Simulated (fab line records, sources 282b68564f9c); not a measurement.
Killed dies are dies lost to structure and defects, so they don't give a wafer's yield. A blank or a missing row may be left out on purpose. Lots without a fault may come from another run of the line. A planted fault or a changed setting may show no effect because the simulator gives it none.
fab line records | flow rit_cmos
record lots=14 wafers=42 last_day=7
route steps=202 shown NWELL@36 M1@201
lots that met no fault: from a run of the same line without faults
start_h: hours from the record's first day to the start of the lot's first wafer shown | wait_h: hours since the lot's step before | " the same as in the row above | L1.1+2: a row that stands for several wafers | - no value, or no start given | * or withheld: withheld | < > ~ a bound
route shown NAME@n: a module of which the file shows steps, and the number in the route of the first | usual: mean/standard deviation of fault-free wafers | same: alike in all rows | chamber/n: place in a boat | sites: the reading at each site | _std_site: their standard deviation | _edge_site: outer sites' mean less inner sites' | radius_mm: how far each site lies from the wafer's centre | mask NAME#n: copy n | behind: the tool/chamber that last shaped the wafer | hold: why the lot was held/for how many hours/how that ended | device: the transistor (n, p or np) that didn't switch | end of line: the same wafers' tests at the end of the route | a step without rows: its recipe alone | killed: dies lost to structure and defects at the first sort, not the wafer's yield | map: a wafer's dies, x killed, . not, _ none there
set.NAME: the setting as run; set.NAME@STEP: as run at that earlier step | model.NAME: the simulator's own value behind a step, which no gauge read
steps of the route over a sample of lots; a table a step, a row a wafer
services: from which hour (start_h, from the record's first day; less than 0 if before it) a tool's chamber was out of use, for how many hours, and why
## steps
# step RIT_NWELL_IMPLANT_08
# recipe species=P energy_kev=170 dose_cm2=5e+13 tilt_deg=7
# usual beam_on_s=10.02/0.2 end_station_pressure_torr=5.16e-06/2.5e-07 faraday_current_uA=158/3
# columns lot.wafer tool chamber start_h wait_h beam_on_s end_station_pressure_torr faraday_current_uA
L178.2 implanter-02 0 25.70 0.2 10.25 4.81e-06 154
L178.3 " 0 " " 9.69 5.36e-06 163
L178.4 " 0 " " 10.18 5.13e-06 156
L180.4 implanter-02 0 38.11 0.2 10.17 5.35e-06 156
L180.5 " 0 " " 10.14 5.49e-06 157
L180.6 " 0 " " 10.12 5.28e-06 156
L181.1 implanter-04 0 41.59 0.2 9.91 5.08e-06 160
L181.4 " 0 " " 9.82 5.74e-06 160
L181.5 " 0 " " 10.06 5.23e-06 158
L183.4 implanter-04 0 49.62 0.2 10.11 4.87e-06 157
L183.5 " 0 " " 10.04 4.96e-06 158
L183.6 " 0 " " 9.95 5.51e-06 160
L184.4 implanter-02 0 55.42 0.2 9.89 5.36e-06 160
L184.5 " 0 " " 10.21 5.02e-06 155
L184.6 " 0 " " 9.84 4.99e-06 160
L185.1 implanter-02 0 77.16 0.2 10.08 4.99e-06 158
L185.3 " 0 " " 10.15 5.02e-06 156
L185.4 " 0 " " 9.96 5.1e-06 160
L186.1 implanter-04 0 77.35 0.2 10.38 5.24e-06 153
L186.3 " 0 " " 9.93 5.02e-06 160
L186.4 " 0 " " 9.72 4.91e-06 163
L188.3 implanter-04 0 82.38 0.2 10.12 5.07e-06 157
L188.4 " 0 " " 10.10 5.1e-06 157
L188.5 " 0 " " 10.23 5.29e-06 155
L187.2 implanter-01 0 82.47 0.2 10.01 5.29e-06 158
L187.4 " 0 " " 10.06 5.44e-06 158
L187.5 " 0 " " 10.10 5.12e-06 156
L189.2 implanter-04 0 82.59 0.2 10.02 4.74e-06 158
L189.4 " 0 " " 10.19 5.19e-06 155
L189.6 " 0 " " 10.25 5.61e-06 155
L190.1 implanter-01 0 95.34 0.2 9.96 4.98e-06 160
L190.3 " 0 " " 9.79 5.19e-06 162
L190.6 " 0 " " 10.12 4.91e-06 157
L191.2 implanter-04 0 95.62 0.2 9.75 5.46e-06 163
L191.3 " 0 " " 9.73 5.36e-06 163
L191.4 " 0 " " 10.08 4.92e-06 157
L199.1 implanter-02 0 129.27 0.2 11.31 5.066e-05 141
L199.3 " 0 " " 11.38 4.93e-05 142
L199.5 " 0 " " 11.02 4.913e-05 146
L200.2 implanter-02 0 132.73 0.2 11.03 5.163e-05 145
L200.4 " 0 " " 11.54 5.419e-05 139
L200.6 " 0 " " 11.03 5.162e-05 146
# step RIT_NWELL_TW_MEAS_10
# usual NWELL_TW=2155/16
# columns lot.wafer tool chamber start_h wait_h NWELL_TW
L178.2 film_metro-04 - 26.01 0.1 2163
L178.3 " - " " 2155
L178.4 " - " " 2160
L180.4 film_metro-01 - 38.39 0.1 2130
L180.5 " - " " 2129
L180.6 " - " " 2123
L181.1 film_metro-03 - 41.92 0.1 2150
L181.4 " - " " 2142
L181.5 " - " " 2155
L183.4 film_metro-04 - 49.90 0.1 2164
L183.5 " - " " 2157
L183.6 " - " " 2153
L184.4 film_metro-04 - 55.70 0.1 2160
L184.5 " - " " 2146
L184.6 " - " " 2160
L185.1 film_metro-04 - 77.49 0.1 2149
L185.3 " - " " 2146
L185.4 " - " " 2156
L186.1 film_metro-03 - 77.67 0.1 2168
L186.3 " - " " 2173
L186.4 " - " " 2187
L188.3 film_metro-04 - 82.67 0.1 2144
L188.4 " - " " 2156
L188.5 " - " " 2161
L187.2 film_metro-03 - 82.78 0.1 2175
L187.4 " - " " 2179
L187.5 " - " " 2176
L189.2 film_metro-04 - 82.90 0.1 2150
L189.4 " - " " 2151
L189.6 " - " " 2161
L190.1 film_metro-04 - 95.67 0.1 2159
L190.3 " - " " 2156
L190.6 " - " " 2146
L191.2 film_metro-01 - 95.93 0.1 2116
L191.3 " - " " 2109
L191.4 " - " " 2123
L199.1 film_metro-03 - 129.60 0.1 2233
L199.3 " - " " 2230
L199.5 " - " " 2230
L200.2 film_metro-04 - 133.04 0.1 2234
L200.4 " - " " 2240
L200.6 " - " " 2221
# step RIT_WELLDRIVE_RS_MEAS_01
# recipe thk_meas_gauge=four-point-probe
# usual NWELL_RS=275.2/0.6
# columns lot.wafer tool chamber start_h wait_h NWELL_RS[ohm/sq]
L178.2 film_metro-04 - 36.26 0.0 276.2
L178.3 " - " " 274.8
L178.4 " - " " 275.7
L180.4 film_metro-03 - 45.94 0.1 275.2
L180.5 " - " " 275.6
L180.6 " - " " 274.5
L181.1 film_metro-04 - 49.19 0.0 274.5
L181.4 " - " " 275.4
L181.5 " - " " 274.5
L183.4 film_metro-04 - 61.20 0.1 275.0
L183.5 " - " " 274.6
L183.6 " - " " 276.0
L184.4 film_metro-01 - 73.41 0.1 274.8
L184.5 " - " " 276.0
L184.6 " - " " 275.8
L185.1 film_metro-01 - 88.44 0.0 274.5
L185.3 " - " " 275.0
L185.4 " - " " 274.5
L186.1 film_metro-04 - 88.44 0.0 275.2
L186.3 " - " " 274.7
L186.4 " - " " 274.1
L187.2 film_metro-01 - 93.54 0.0 275.9
L187.4 " - " " 275.7
L187.5 " - " " 275.9
L188.3 film_metro-04 - 93.56 0.0 275.6
L188.4 " - " " 275.1
L188.5 " - " " 275.3
L189.2 film_metro-03 - 93.59 0.1 275.2
L189.4 " - " " 275.8
L189.6 " - " " 274.6
L190.1 film_metro-04 - 102.82 0.0 274.7
L190.3 " - " " 276.4
L190.6 " - " " 276.1
L191.2 film_metro-01 - 105.49 0.0 274.9
L191.3 " - " " 274.7
L191.4 " - " " 275.5
L199.1 film_metro-01 - 137.05 0.0 258.8
L199.3 " - " " 258.3
L199.5 " - " " 258.9
L200.2 film_metro-03 - 140.22 0.0 258.5
L200.4 " - " " 258.4
L200.6 " - " " 258.9
# step RIT_M1_BOW_MEAS_16
# recipe mode=bow
# usual M1_BOW=16/6.2
# columns lot.wafer tool chamber start_h wait_h M1_BOW[um]
L178.2 film_metro-03 - 68.34 0.0 16
L178.3 " - " " 19
L178.4 " - " " 10
L180.4 film_metro-01 - 94.41 0.1 25
L180.5 " - " " 20
L180.6 " - " " 7
L181.1 film_metro-01 - 98.60 0.0 16
L181.4 " - " " 10
L181.5 " - " " 19
L183.4 film_metro-01 - 106.72 0.1 17
L183.5 " - " " 11
L183.6 " - " " 16
L184.4 film_metro-02 - 108.22 0.1 16
L184.5 " - " " 18
L184.6 " - " " 23
L185.1 film_metro-02 - 126.41 0.0 25
L185.3 " - " " 24
L185.4 " - " " 6
L186.1 film_metro-01 - 127.91 0.0 23
L186.3 " - " " 21
L186.4 " - " " 13
L188.3 film_metro-01 - 130.37 0.0 4
L188.4 " - " " 15
L188.5 " - " " 12
L187.2 film_metro-01 - 134.27 0.0 12
L187.4 " - " " 2
L187.5 " - " " 14
L189.2 film_metro-03 - 135.77 0.0 14
L189.4 " - " " 19
L189.6 " - " " 30
L191.2 film_metro-01 - 139.79 0.0 15
L191.3 " - " " 11
L191.4 " - " " 7
L190.1 film_metro-02 - 141.27 0.0 18
L190.3 " - " " 20
L190.6 " - " " 13
L199.1 film_metro-03 - 166.33 0.0 12
L199.3 " - " " 23
L199.5 " - " " 7
L200.2 film_metro-01 - 171.56 0.0 14
L200.4 " - " " 21
L200.6 " - " " 15
## services
# columns tool chamber start_h hours kind
implanter-04 - 52.47 4.5 repair
implanter-01 - 86.81 2.6 repair
implanter-04 - 110.13 3.1 pm
implanter-02 - 119.67 2.7 repair
implanter-04 - 124.92 17.4 pm
## key
first_sign step=RIT_NWELL_IMPLANT_08 reading=end_station_pressure_torr direction=up sigmas=99+ usual=5.16e-06 struck=5.109e-05
effect step=RIT_NWELL_IMPLANT_08 reading=beam_on_s direction=up sigmas=6.1 usual=10.02 struck=11.22
effect step=RIT_NWELL_TW_MEAS_10 reading=NWELL_TW direction=up sigmas=4.7 usual=2155 struck=2232
effect step=RIT_WELLDRIVE_RS_MEAS_01 reading=NWELL_RS direction=down sigmas=28 usual=275.2 struck=258.7
met_at RIT_NWELL_IMPLANT_08
struck_lots L199,L200
tester_left_out L199,L200
not_acting_at RIT_M1_BOW_MEAS_16
onset_between 77.16 129.27
fault kind=process_parameter_drift tool=implanter-02 chamber=- onset_h=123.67 steps=RIT_NWELL_IMPLANT_08 channel=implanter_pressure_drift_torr offset=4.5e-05 shape=step end_h=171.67
fault kind=process_parameter_drift tool=implanter-02 chamber=- onset_h=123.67 steps=RIT_NWELL_IMPLANT_08 channel=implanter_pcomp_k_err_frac offset=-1 shape=step end_h=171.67
# tester_left_out: of these lots the tester's yield and bins aren't shown, on N5 and GAA mostly nor the transistor test; their killed dies are dies lost to structure and defects alone, not to doping, threshold or leakage, so they don't give the yield
